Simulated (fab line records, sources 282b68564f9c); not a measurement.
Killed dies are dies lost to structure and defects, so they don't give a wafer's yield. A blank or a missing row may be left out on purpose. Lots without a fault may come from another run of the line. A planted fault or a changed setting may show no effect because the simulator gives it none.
fab line records | flow rit_cmos | part 1 of 2: steps 1 to 27 of 37
record lots=5 wafers=15 last_day=6
route steps=202 shown ACTIVE@19 FOX1@20 FOX2@23 NWELL@28 PWELL@39 WELLDRIVE@50 NRETRO@53
lots that met no fault: from a run of the same line without faults
start_h: hours from the record's first day to the start of the lot's first wafer shown | wait_h: hours since the lot's step before | " the same as in the row above | L1.1+2: a row that stands for several wafers | - no value, or no start given | * or withheld: withheld | < > ~ a bound
route shown NAME@n: a module of which the file shows steps, and the number in the route of the first | usual: mean/standard deviation of fault-free wafers | same: alike in all rows | chamber/n: place in a boat | sites: the reading at each site | _std_site: their standard deviation | _edge_site: outer sites' mean less inner sites' | radius_mm: how far each site lies from the wafer's centre | mask NAME#n: copy n | behind: the tool/chamber that last shaped the wafer | hold: why the lot was held/for how many hours/how that ended | device: the transistor (n, p or np) that didn't switch | end of line: the same wafers' tests at the end of the route | a step without rows: its recipe alone | killed: dies lost to structure and defects at the first sort, not the wafer's yield | map: a wafer's dies, x killed, . not, _ none there
set.NAME: the setting as run; set.NAME@STEP: as run at that earlier step | model.NAME: the simulator's own value behind a step, which no gauge read
lots at some steps of the route; a table a step, a row a wafer
services: from which hour (start_h, from the record's first day; less than 0 if before it) a tool's chamber was out of use, for how many hours, and why
## steps
# step RIT_ACTIVE_CLEAN_17
# recipe chemistry=SC2 mix=3:3:50 time_s=600 temp_c=75 dry=n2_spin
# columns lot.wafer tool chamber start_h wait_h
L077.1+2+5 wet_bench-04 1 31.42 0.0
L080.1+3+6 wet_bench-03 3 47.00 0.0
L084.1+5+6 wet_bench-01 1 65.83 0.0
L087.1+5+6 wet_bench-03 2 82.03 0.0
L092.1+2+6 wet_bench-01 3 105.33 0.0
# step RIT_FOX1_OXIDATION_00
# recipe temp_c=1100 ambient=H2O target_thk_a=3507 p_h2o_torr=720 ox_time_s=1130
# usual spike_tc_load_C=1127.5/1.5 zone_power_centre_pct=56/5.1
# columns lot.wafer tool chamber start_h wait_h spike_tc_load_C zone_power_centre_pct
L077.1 furnace-01 0 31.77 0.0 1128.9 50
L077.2 " 0 " " 1128.6 50
L077.5 " 0 " " 1128.8 51
L080.1 furnace-04 0 47.49 0.3 1125.4 56
L080.3 " 0 " " 1128.1 56
L080.6 " 0 " " 1126.8 55
L084.1 furnace-04 0 67.39 1.4 1125.4 55
L084.5 " 0 " " 1126.6 54
L084.6 " 0 " " 1126.4 56
L087.1 furnace-04 0 82.75 0.5 1124.2 54
L087.5 " 0 " " 1124.2 55
L087.6 " 0 " " 1126.3 55
L092.1 furnace-03 0 108.25 2.7 1128.2 63
L092.2 " 0 " " 1129.8 62
L092.6 " 0 " " 1129.1 63
# step RIT_FOX1_THK_MEAS_01
# recipe reads=SiO2_of_FOX1_OXIDATION_00
# usual FOX1_OXIDE_THK=353/6.7
# columns lot.wafer tool chamber start_h wait_h FOX1_OXIDE_THK[nm]
L077.1 film_metro-02 - 33.08 0.0 352
L077.2 " - " " 353
L077.5 " - " " 353
L080.1 film_metro-03 - 48.80 0.0 354
L080.3 " - " " 352
L080.6 " - " " 353
L084.1 film_metro-03 - 68.71 0.0 352
L084.5 " - " " 353
L084.6 " - " " 355
L087.1 film_metro-03 - 84.06 0.0 349
L087.5 " - " " 347
L087.6 " - " " 348
L092.1 film_metro-01 - 109.56 0.0 355
L092.2 " - " " 353
L092.6 " - " " 352
# step RIT_FOX1_WET_ETCH_02
# recipe chemistry=BOE target_depth_nm=350 time_s=382 temp_c=21.5 dry=n2_spin dilution=10:1 target=SiO2
# columns lot.wafer tool chamber start_h wait_h
L077.1+2+5 wet_bench-02 1 33.14 0.1
L080.1+3+6 wet_bench-02 0 48.86 0.1
L084.1+5+6 wet_bench-03 1 68.77 0.1
L087.1+5+6 wet_bench-03 2 84.12 0.1
L092.1+2+6 wet_bench-02 3 109.62 0.1
# step RIT_FOX2_OXIDATION_00
# recipe temp_c=1100 ambient=H2O target_thk_a=3507 p_h2o_torr=720 ox_time_s=1130
# usual spike_tc_load_C=1127.6/1.5 zone_power_centre_pct=56/5.4
# columns lot.wafer tool chamber start_h wait_h spike_tc_load_C zone_power_centre_pct
L077.1 furnace-03 0 33.88 0.6 1126.8 63
L077.2 " 0 " " 1129.0 63
L077.5 " 0 " " 1129.4 63
L080.1 furnace-03 0 48.98 0.0 1129.2 62
L080.3 " 0 " " 1130.7 63
L080.6 " 0 " " 1127.1 63
L084.1 furnace-04 0 68.88 0.0 1125.5 54
L084.5 " 0 " " 1125.9 55
L084.6 " 0 " " 1125.0 55
L087.1 furnace-03 0 84.25 0.0 1127.8 63
L087.5 " 0 " " 1128.4 62
L087.6 " 0 " " 1126.9 63
L092.1 furnace-03 0 109.75 0.0 1127.9 62
L092.2 " 0 " " 1126.9 62
L092.6 " 0 " " 1129.4 62
# step RIT_FOX2_THK_MEAS_01
# recipe reads=SiO2_of_FOX2_OXIDATION_00
# usual FOX2_OXIDE_THK=352/5.9
# columns lot.wafer tool chamber start_h wait_h FOX2_OXIDE_THK[nm]
L077.1 film_metro-04 - 35.20 0.0 353
L077.2 " - " " 354
L077.5 " - " " 353
L080.1 film_metro-02 - 50.29 0.0 345
L080.3 " - " " 350
L080.6 " - " " 351
L084.1 film_metro-03 - 70.20 0.0 354
L084.5 " - " " 356
L084.6 " - " " 359
L087.1 film_metro-04 - 85.56 0.0 358
L087.5 " - " " 358
L087.6 " - " " 357
L092.1 film_metro-02 - 111.06 0.0 361
L092.2 " - " " 365
L092.6 " - " " 365
# step RIT_FOX2_CLEAN_02
# recipe chemistry=dHF dilution=50:1 time_s=180
# columns lot.wafer tool chamber start_h wait_h
L077.1+2+5 wet_bench-03 3 35.26 0.1
L080.1+3+6 wet_bench-02 3 50.35 0.1
L084.1+5+6 wet_bench-01 2 70.26 0.1
L087.1+5+6 wet_bench-02 1 85.62 0.1
L092.1+2+6 wet_bench-03 2 111.12 0.1
# step RIT_FOX2_WET_ETCH_03
# recipe chemistry=H3PO4 target=Si3N4 target_depth_nm=195 temp_c=165 time_s=2700
# columns lot.wafer tool chamber start_h wait_h
L077.1+2+5 wet_bench-02 1 35.32 0.0
L080.1+3+6 wet_bench-03 1 50.41 0.0
L084.1+5+6 wet_bench-03 0 70.32 0.0
L087.1+5+6 wet_bench-01 1 85.68 0.0
L092.1+2+6 wet_bench-01 0 111.18 0.0
# step RIT_FOX2_THK_MEAS_90
# recipe reads=SiO2_of_FOX2_OXIDATION_00
# usual FIELD_OXIDE_LEFT_1_THK=325/6
# columns lot.wafer tool chamber start_h wait_h FIELD_OXIDE_LEFT_1_THK[nm]
L077.1 film_metro-04 - 36.14 0.0 326
L077.2 " - " " 327
L077.5 " - " " 326
L080.1 film_metro-03 - 51.17 0.0 318
L080.3 " - " " 323
L080.6 " - " " 323
L084.1 film_metro-03 - 71.08 0.0 326
L084.5 " - " " 329
L084.6 " - " " 332
L087.1 film_metro-03 - 87.20 0.0 330
L087.5 " - " " 331
L087.6 " - " " 329
L092.1 film_metro-04 - 111.94 0.0 334
L092.2 " - " " 338
L092.6 " - " " 337
# step RIT_NWELL_HMDS_00
# recipe prime_time_s=60 prime_temp_c=140
# usual chill_plate_temp_C=23.01/0.12 prime_temp_c=140.00/0.15
# columns lot.wafer tool chamber start_h wait_h chill_plate_temp_C prime_temp_c
L077.1 litho_track-01 0 36.30 0.2 23.06 140.01
L077.2 " 0 " " 22.88 140.10
L077.5 " 0 " " 23.02 140.15
L080.1 litho_track-02 0 51.23 0.1 23.01 140.03
L080.3 " 0 " " 23.01 139.88
L080.6 " 0 " " 23.04 140.02
L084.1 litho_track-04 0 71.14 0.1 23.10 140.00
L084.5 " 0 " " 23.29 139.83
L084.6 " 0 " " 23.10 139.78
L087.1 litho_track-01 0 87.26 0.1 23.14 140.18
L087.5 " 0 " " 23.03 140.28
L087.6 " 0 " " 23.02 140.23
L092.1 litho_track-04 0 112.00 0.1 23.17 140.25
L092.2 " 0 " " 23.17 140.07
L092.6 " 0 " " 23.23 140.23
# step RIT_NWELL_COAT_01
# recipe resist=NOVOLAK spin_rpm=2000 resist_thk_nm=1300
# usual chill_plate_temp_C=23.01/0.11 spin_speed_rpm=2000.0/1.5
# columns lot.wafer tool chamber start_h wait_h chill_plate_temp_C spin_speed_rpm
L077.1 litho_track-01 0 36.45 0.1 23.16 1999.2
L077.2 " 0 " " 23.27 1997.3
L077.5 " 0 " " 23.24 1999.8
L080.1 litho_track-02 0 51.38 0.1 23.02 1999.5
L080.3 " 0 " " 23.11 1999.3
L080.6 " 0 " " 23.07 1999.7
L084.1 litho_track-04 0 71.29 0.1 23.03 1998.6
L084.5 " 0 " " 22.97 1999.7
L084.6 " 0 " " 23.06 1997.4
L087.1 litho_track-01 0 87.41 0.1 23.19 1999.1
L087.5 " 0 " " 23.01 1998.7
L087.6 " 0 " " 23.15 2000.0
L092.1 litho_track-04 0 112.15 0.1 22.88 2001.3
L092.2 " 0 " " 22.84 2001.0
L092.6 " 0 " " 22.97 1998.0
# step RIT_NWELL_SOFTBAKE_02
# recipe resist=NOVOLAK temp_c=90 time_s=57.45
# usual chill_plate_temp_C=23.01/0.11 plate_temp_C=90.00/0.12
# columns lot.wafer tool chamber start_h wait_h chill_plate_temp_C plate_temp_C
L077.1 litho_track-01 0 36.60 0.1 22.90 90.16
L077.2 " 0 " " 22.95 90.14
L077.5 " 0 " " 23.02 90.23
L080.1 litho_track-02 0 51.53 0.1 23.00 90.24
L080.3 " 0 " " 22.94 89.93
L080.6 " 0 " " 22.94 89.98
L084.1 litho_track-04 0 71.44 0.1 23.01 90.04
L084.5 " 0 " " 22.87 89.92
L084.6 " 0 " " 23.01 89.98
L087.1 litho_track-01 0 87.56 0.1 22.96 89.99
L087.5 " 0 " " 23.15 90.01
L087.6 " 0 " " 22.89 90.00
L092.1 litho_track-04 0 112.30 0.1 22.98 90.17
L092.2 " 0 " " 22.99 90.09
L092.6 " 0 " " 23.01 89.98
# step RIT_NWELL_EXPOSE_03
# recipe mask_id=M2 na=0.57 target_cd_nm=43900 dose_mj=250
# columns lot.wafer tool chamber start_h wait_h mask
L077.1+2+5 iline_stepper-01 0 36.75 0.1 M2#0
L080.1+3+6 iline_stepper-02 0 51.68 0.1 M2#0
L084.1+5+6 iline_stepper-01 0 71.59 0.1 M2#0
L087.1+5+6 iline_stepper-01 0 87.71 0.1 M2#0
L092.1+2+6 iline_stepper-01 0 112.58 0.3 M2#0
# step RIT_NWELL_PEB_04
# recipe resist=NOVOLAK temp_c=withheld time_s=withheld
# usual chill_plate_temp_C=*
# columns lot.wafer tool chamber start_h wait_h chill_plate_temp_C
L077.1 litho_track-01 0 36.87 0.1 *
L077.2 " 0 " " *
L077.5 " 0 " " *
L080.1 litho_track-04 0 51.80 0.1 *
L080.3 " 0 " " *
L080.6 " 0 " " *
L084.1 litho_track-04 0 71.71 0.1 *
L084.5 " 0 " " *
L084.6 " 0 " " *
L087.1 litho_track-01 0 87.83 0.1 *
L087.5 " 0 " " *
L087.6 " 0 " " *
L092.1 litho_track-04 0 112.69 0.1 *
L092.2 " 0 " " *
L092.6 " 0 " " *
# step RIT_NWELL_DEVELOP_05
# recipe resist=NOVOLAK develop_time_s=68 dev_temp_c=23
# usual chill_plate_temp_C=23.03/0.12
# columns lot.wafer tool chamber start_h wait_h chill_plate_temp_C
L077.1 litho_track-01 0 - - 23.05
L077.2 " 0 " " 23.04
L077.5 " 0 " " 22.90
L080.1 litho_track-04 0 - - 23.21
L080.3 " 0 " " 22.91
L080.6 " 0 " " 23.03
L084.1 litho_track-04 0 - - 22.79
L084.5 " 0 " " 23.02
L084.6 " 0 " " 22.95
L087.1 litho_track-01 0 - - 22.91
L087.5 " 0 " " 22.93
L087.6 " 0 " " 22.92
L092.1 litho_track-04 0 - - 22.92
L092.2 " 0 " " 22.77
L092.6 " 0 " " 22.97
# step RIT_NWELL_OVL_MEAS_06
# usual NWELL_OVL=-1.0/1.4
# columns lot.wafer tool chamber start_h wait_h NWELL_OVL[nm]
L077.1 overlay-01 - 37.18 - 1.3
L077.2 " - " " -0.5
L077.5 " - " " -0.9
L080.1 overlay-01 - 52.11 - -0.3
L080.3 " - " " -1.9
L080.6 " - " " 0.0
L084.1 overlay-02 - 72.02 - -0.2
L084.5 " - " " -1.2
L084.6 " - " " -0.2
L087.1 overlay-01 - 88.14 - 0.6
L087.5 " - " " 0.4
L087.6 " - " " 0.3
L092.1 overlay-01 - 113.01 - 0.0
L092.2 " - " " -1.3
L092.6 " - " " -2.9
# step RIT_NWELL_HARDBAKE_07
# recipe resist=NOVOLAK temp_c=140 time_s=120
# usual chill_plate_temp_C=23.02/0.086 plate_temp_C=139.98/0.14
# columns lot.wafer tool chamber start_h wait_h chill_plate_temp_C plate_temp_C
L077.1 litho_track-01 0 37.22 0.0 22.93 140.01
L077.2 " 0 " " 22.96 140.07
L077.5 " 0 " " 22.97 139.97
L080.1 litho_track-02 0 52.15 0.0 23.13 140.00
L080.3 " 0 " " 22.91 139.95
L080.6 " 0 " " 22.98 140.01
L084.1 litho_track-02 0 72.06 0.0 22.99 140.17
L084.5 " 0 " " 23.00 140.05
L084.6 " 0 " " 22.92 140.18
L087.1 litho_track-04 0 88.17 0.0 23.08 140.01
L087.5 " 0 " " 23.02 139.90
L087.6 " 0 " " 22.86 140.02
L092.1 litho_track-02 0 113.04 0.0 22.96 139.85
L092.2 " 0 " " 22.90 139.74
L092.6 " 0 " " 23.03 139.90
# step RIT_NWELL_IMPLANT_08
# recipe species=P energy_kev=170 dose_cm2=5e+13 tilt_deg=7
# usual tilt_deg=6.998/0.017
# columns lot.wafer tool chamber start_h wait_h tilt_deg
L077.1 implanter-04 0 37.47 0.2 7.002
L077.2 " 0 " " 6.990
L077.5 " 0 " " 7.014
L080.1 implanter-03 0 52.40 0.2 7.028
L080.3 " 0 " " 6.995
L080.6 " 0 " " 7.025
L084.1 implanter-01 0 72.31 0.2 7.024
L084.5 " 0 " " 6.985
L084.6 " 0 " " 7.007
L087.1 implanter-04 0 88.42 0.2 6.987
L087.5 " 0 " " 6.983
L087.6 " 0 " " 6.980
L092.1 implanter-04 0 113.29 0.2 7.004
L092.2 " 0 " " 6.998
L092.6 " 0 " " 6.981
# step RIT_NWELL_STRIP_09
# recipe chemistry=O2 time_s=180 resist=NOVOLAK platen_temp_c=withheld power_w=500 pressure_mtorr=4000 o2_flow_sccm=4000
# usual drypump_motor_current_A=5.9/0.35
# columns lot.wafer tool chamber start_h wait_h drypump_motor_current_A rf_hours_counter_h
L077.1 plasma_asher-01 1 37.62 0.1 6.4 37
L077.2 " 0 " " 5.8 37
L077.5 " 0 " " 5.8 -
L080.1 plasma_asher-02 1 52.55 0.1 5.5 28
L080.3 " 1 " " 5.5 -
L080.6 " 1 " " 5.5 -
L084.1 plasma_asher-03 0 72.46 0.1 6.4 44
L084.5 " 1 " " 5.7 -
L084.6 " 0 " " 6.4 -
L087.1 plasma_asher-03 0 88.57 0.1 6.4 46
L087.5 " 0 " " 6.4 -
L087.6 " 1 " " 5.7 -
L092.1 plasma_asher-03 1 113.44 0.1 5.7 49
L092.2 " 0 " " 6.4 49
L092.6 " 1 " " 5.7 -
# step RIT_NWELL_TW_MEAS_10
# usual NWELL_TW=2155/25
# columns lot.wafer tool chamber start_h wait_h NWELL_TW
L077.1 film_metro-04 - 37.79 0.1 2156
L077.2 " - " " 2153
L077.5 " - " " 2157
L080.1 film_metro-01 - 52.72 0.1 2129
L080.3 " - " " 2128
L080.6 " - " " 2124
L084.1 film_metro-04 - 72.63 0.1 2171
L084.5 " - " " 2155
L084.6 " - " " 2156
L087.1 film_metro-02 - 88.75 0.1 2186
L087.5 " - " " 2184
L087.6 " - " " 2177
L092.1 film_metro-04 - 113.62 0.1 2151
L092.2 " - " " 2174
L092.6 " - " " 2159
# step RIT_PWELL_HMDS_00
# recipe prime_time_s=60 prime_temp_c=140
# usual chill_plate_temp_C=23.03/0.11 prime_temp_c=139.99/0.15
# columns lot.wafer tool chamber start_h wait_h chill_plate_temp_C prime_temp_c
L077.1 litho_track-02 0 37.85 0.1 22.78 140.09
L077.2 " 0 " " 22.89 140.25
L077.5 " 0 " " 22.96 140.25
L080.1 litho_track-03 0 52.78 0.1 23.17 139.93
L080.3 " 0 " " 22.98 140.33
L080.6 " 0 " " 22.97 140.12
L084.1 litho_track-04 0 72.69 0.1 23.16 140.09
L084.5 " 0 " " 22.97 140.14
L084.6 " 0 " " 23.00 139.72
L087.1 litho_track-02 0 88.81 0.1 23.11 140.13
L087.5 " 0 " " 23.08 139.91
L087.6 " 0 " " 23.02 140.24
L092.1 litho_track-04 0 113.68 0.1 23.19 139.72
L092.2 " 0 " " 23.01 139.79
L092.6 " 0 " " 23.07 139.58
# step RIT_PWELL_COAT_01
# recipe resist=NOVOLAK spin_rpm=2000 resist_thk_nm=1300
# usual chill_plate_temp_C=23.00/0.1 spin_speed_rpm=2000.1/1.3
# columns lot.wafer tool chamber start_h wait_h chill_plate_temp_C spin_speed_rpm
L077.1 litho_track-02 0 38.00 0.1 23.16 2000.2
L077.2 " 0 " " 23.11 2000.2
L077.5 " 0 " " 22.98 2001.2
L080.1 litho_track-03 0 52.93 0.1 23.10 1998.9
L080.3 " 0 " " 23.13 2000.1
L080.6 " 0 " " 23.00 2001.2
L084.1 litho_track-04 0 72.84 0.1 22.95 2001.9
L084.5 " 0 " " 22.87 2002.4
L084.6 " 0 " " 23.04 2002.4
L087.1 litho_track-02 0 88.96 0.1 23.16 2001.0
L087.5 " 0 " " 23.36 2003.7
L087.6 " 0 " " 22.98 2000.2
L092.1 litho_track-04 0 113.83 0.1 23.02 2001.8
L092.2 " 0 " " 23.02 1998.2
L092.6 " 0 " " 22.98 1999.7
# step RIT_PWELL_SOFTBAKE_02
# recipe resist=NOVOLAK temp_c=90 time_s=60
# usual chill_plate_temp_C=23.00/0.11 plate_temp_C=89.99/0.11
# columns lot.wafer tool chamber start_h wait_h chill_plate_temp_C plate_temp_C
L077.1 litho_track-02 0 38.15 0.1 23.09 90.00
L077.2 " 0 " " 23.13 89.81
L077.5 " 0 " " 23.19 89.78
L080.1 litho_track-03 0 53.08 0.1 23.03 89.94
L080.3 " 0 " " 22.96 90.07
L080.6 " 0 " " 23.02 90.08
L084.1 litho_track-04 0 72.99 0.1 22.77 89.99
L084.5 " 0 " " 22.81 89.89
L084.6 " 0 " " 22.80 90.00
L087.1 litho_track-02 0 89.11 0.1 22.98 90.17
L087.5 " 0 " " 23.06 90.13
L087.6 " 0 " " 23.02 90.23
L092.1 litho_track-04 0 113.98 0.1 22.85 90.19
L092.2 " 0 " " 22.98 90.12
L092.6 " 0 " " 22.91 90.06
# step RIT_PWELL_EXPOSE_03
# recipe mask_id=M3 na=0.57 target_cd_nm=43700 dose_mj=250
# columns lot.wafer tool chamber start_h wait_h mask
L077.1+2+5 iline_stepper-01 0 38.43 0.2 M3#0
L080.1+3+6 iline_stepper-02 0 53.23 0.1 M3#0
L084.1+5+6 iline_stepper-02 0 73.14 0.1 M3#0
L087.1+5+6 iline_stepper-02 0 89.38 0.2 M3#0
L092.1+2+6 iline_stepper-02 0 114.25 0.2 M3#0
# step RIT_PWELL_PEB_04
# recipe resist=NOVOLAK temp_c=withheld time_s=withheld
# usual chill_plate_temp_C=*
# columns lot.wafer tool chamber start_h wait_h chill_plate_temp_C
L077.1 litho_track-02 0 38.55 0.1 *
L077.2 " 0 " " *
L077.5 " 0 " " *
L080.1 litho_track-03 0 53.35 0.1 *
L080.3 " 0 " " *
L080.6 " 0 " " *
L084.1 litho_track-04 0 73.26 0.1 *
L084.5 " 0 " " *
L084.6 " 0 " " *
L087.1 litho_track-03 0 89.50 0.1 *
L087.5 " 0 " " *
L087.6 " 0 " " *
L092.1 litho_track-03 0 114.37 0.1 *
L092.2 " 0 " " *
L092.6 " 0 " " *
# step RIT_PWELL_DEVELOP_05
# recipe resist=NOVOLAK develop_time_s=68 dev_temp_c=23
# usual chill_plate_temp_C=23.00/0.11
# columns lot.wafer tool chamber start_h wait_h chill_plate_temp_C
L077.1 litho_track-02 0 - - 23.10
L077.2 " 0 " " 22.80
L077.5 " 0 " " 22.88
L080.1 litho_track-03 0 - - 23.07
L080.3 " 0 " " 22.97
L080.6 " 0 " " 23.01
L084.1 litho_track-04 0 - - 23.08
L084.5 " 0 " " 23.12
L084.6 " 0 " " 23.10
L087.1 litho_track-03 0 - - 23.06
L087.5 " 0 " " 22.97
L087.6 " 0 " " 23.05
L092.1 litho_track-03 0 - - 23.09
L092.2 " 0 " " 23.15
L092.6 " 0 " " 22.99
# step RIT_PWELL_OVL_MEAS_06
# usual PWELL_OVL=-0.1/1.6
# columns lot.wafer tool chamber start_h wait_h PWELL_OVL[nm]
L077.1 overlay-01 - 38.86 - 0.4
L077.2 " - " " -0.2
L077.5 " - " " 1.8
L080.1 overlay-01 - 53.66 - 1.6
L080.3 " - " " 0.7
L080.6 " - " " 0.2
L084.1 overlay-01 - 73.57 - 2.1
L084.5 " - " " 2.6
L084.6 " - " " 2.4
L087.1 overlay-01 - 89.81 - -2.1
L087.5 " - " " -0.4
L087.6 " - " " 1.0
L092.1 overlay-02 - 114.68 - 0.4
L092.2 " - " " -0.3
L092.6 " - " " 0.8
